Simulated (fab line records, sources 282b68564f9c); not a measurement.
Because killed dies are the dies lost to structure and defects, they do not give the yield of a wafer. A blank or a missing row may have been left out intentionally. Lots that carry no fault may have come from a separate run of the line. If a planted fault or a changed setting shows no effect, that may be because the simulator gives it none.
Which of the tools did it?	flow rit-cmos	18 wafers from 6 lots sampled at 2 of the route's 202 steps

WHAT EACH GAUGE READ, for each wafer
RIT_GATE_THK_MEAS_09.
lot	measured	on	GATE_POLY_THK (nm)
L556	day 2 17:11	film-metro-01	249.1 250.2 250.3
L558	day 3 06:43	film-metro-03	255.0 252.1 253.8
L560	day 3 19:12	film-metro-01	253.1 252.2 253.6
L562	day 4 00:01	film-metro-01	252.5 251.9 250.7
L564	day 4 14:22	film-metro-01	251.5 249.6 251.6
L567	day 5 04:24	film-metro-03	384.1 384.9 385.6

WHICH TOOL RAN EACH LOT (tool, then ch and the chambers of the sampled wafers, then the start)
lot	RIT_GATE_CVD_08
L556	lpcvd-01 ch 1, day 2 15:32
L558	lpcvd-01 ch 0, day 3 05:05
L560	lpcvd-01 ch 1, day 3 17:34
L562	lpcvd-01 ch 0, day 3 22:23
L564	lpcvd-01 ch 0, day 4 12:44
L567	lpcvd-01 ch 0, day 5 02:47
- RIT_GATE_CVD_08: deposits poly-Si from SiH4, target thk 250 nm, time 2220 s.

THE ANSWER, worked out from the rows above alone
Rule: the lots themselves supply what counts as usual. Put in order of their means at a reading, lots are off if they are a third of the lots or fewer, leave a main group of 4 or more, and stand apart from it by a gap of 3 or more times the standard deviation of the main group's means; of several such gaps the widest counts. Not used: any main group whose means are identical at the precision the tables above print for the reading. Also off: a lot with no number at a reading for which 4 or more lots have one. Any other lot the step has rows for is counted as sound.
Off: L567, seen at RIT_GATE_THK_MEAS_09 (GATE_POLY_THK). For the main group the mean is 251.8 nm and the standard deviation 1.4.
A tool fits if, at a process step before that reading, it ran every lot that is off, and no sound lot after the first of them. Those tools and the gauges at RIT_GATE_THK_MEAS_09 are tried in the same way. This does not decide it: 2 tools fit, namely lpcvd-01 at RIT_GATE_CVD_08 and film-metro-03 at RIT_GATE_THK_MEAS_09.

WHAT THE SIMULATOR PUT IN
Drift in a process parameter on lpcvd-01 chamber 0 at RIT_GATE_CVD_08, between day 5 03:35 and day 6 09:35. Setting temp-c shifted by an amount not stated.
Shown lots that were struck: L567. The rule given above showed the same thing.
